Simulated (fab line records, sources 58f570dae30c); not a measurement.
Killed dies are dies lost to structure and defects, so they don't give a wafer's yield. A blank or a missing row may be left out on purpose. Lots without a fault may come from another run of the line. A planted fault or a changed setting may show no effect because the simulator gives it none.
Problem report in the 8D (eight disciplines) form, filled by code | flow berkeley_cmos170 | the parts of the form that need people (team, actions taken, sign-off) are left out

1. THE PROBLEM
V2_TEOS_THK at UCB170_V2_THK_MEAS_01 reads a mean of 2210 nm on 4 wafers of 2 lots; wafers without a fault read 1999 nm with a standard deviation of 23. That is +9.2 standard deviations from the usual mean.
First seen on wafer L683.2, day 10 17:38, on film_metro-03. The record holds 18 wafers of 6 lots with a number at this step. Rule for "out", or "out of limits": more than 4 standard deviations from the usual mean. The other wafers with a number count as sound.

2. WHAT IT IS AND WHAT IT IS NOT
question                    | is                             | is not
which readings at this step | V2_TEOS_THK                    | -
which lots                  | L683, L684                     | L669, L671, L680, L690
which wafers of those lots  | L683.2, L683.6, L684.3, L684.4 | L683.1, L684.5
read on which gauges        | film_metro-03                  | film_metro-02
when                        | from day 10 17:38              | up to then (10 sound wafers); but 4 sound wafers of L684, L690 came after

3. SUSPECTS, AND WHAT RULES EACH OUT
Counting: a tool at a process step up to the reading stays a suspect if it ran every lot that is out. Sound lots after the first of them don't rule it out here, since some wafers of a struck lot are sound.
- the gauge at UCB170_V2_THK_MEAS_01: ruled out. All the wafers that are out were read on film_metro-03, but those of them that UCB170_V2_CVD_00 has rows for are out there too, on other tools.
- rie_diel-01 at UCB170_M2_ETCH_17 (etches BARC in N2/H2): kept. It ran every lot that is out, first L683 (day 10 17:02).
- pecvd-01 at UCB170_V2_CVD_00 (deposits SiO2 from TEOS/O2, target thk 2000 nm, time 250 s): kept. It ran every lot that is out, first L683 (day 10 17:29); its last sound lot up to then is L671 (day 8 17:46). Its own readings are out on those wafers: rf_fwd_power_W.
- Within pecvd-01 at UCB170_V2_CVD_00: the wafers that are out ran in chamber 2; their sound lot-mates ran in chamber 1.
Left after counting: rie_diel-01 at UCB170_M2_ETCH_17, pecvd-01 at UCB170_V2_CVD_00.

4. THE CAUSE (what the simulator had put in)
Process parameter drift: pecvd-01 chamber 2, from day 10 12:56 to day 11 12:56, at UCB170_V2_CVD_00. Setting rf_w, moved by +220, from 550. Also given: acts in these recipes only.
Counting left 2 suspects, and this tool is among them.

5. THE CHAIN OF EFFECTS, in route order
Each row: a reading whose mean over the struck wafers that have a number lies more than 3 standard deviations from the usual. Only readings for which the record gives a usual standard deviation are gone through. hours: the time from each lot's start at the first step in this table that gives one to its start at this step, as a median over the lots. sigmas: the change in usual standard deviations.
hours | step                  | reading        | usual   | on struck wafers | change | sigmas
0     | UCB170_V2_CVD_00      | rf_fwd_power_W | 548.5 W | 768.7            | +220.2 | +99 or more
0     | UCB170_V2_THK_MEAS_01 | V2_TEOS_THK    | 1999 nm | 2210             | +211   | +9.2
The process steps in it:
- UCB170_V2_CVD_00: deposits SiO2 from TEOS/O2, target thk 2000 nm, time 250 s.

6. WHAT WOULD HAVE CAUGHT IT SOONER
In this record the first reading out of limits at a measuring or inspecting step was taken at day 10 17:38, 5 hours after the fault began at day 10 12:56.
The tool's own readings at UCB170_V2_CVD_00 were out on every struck wafer that the step has a row for (rf_fwd_power_W): an alarm limit on them would have fired on the first of those.
Of the lots that are out (2), L684 began UCB170_V2_CVD_00 on pecvd-01 after day 10 17:38. A hold on the tool at that time would have spared it.
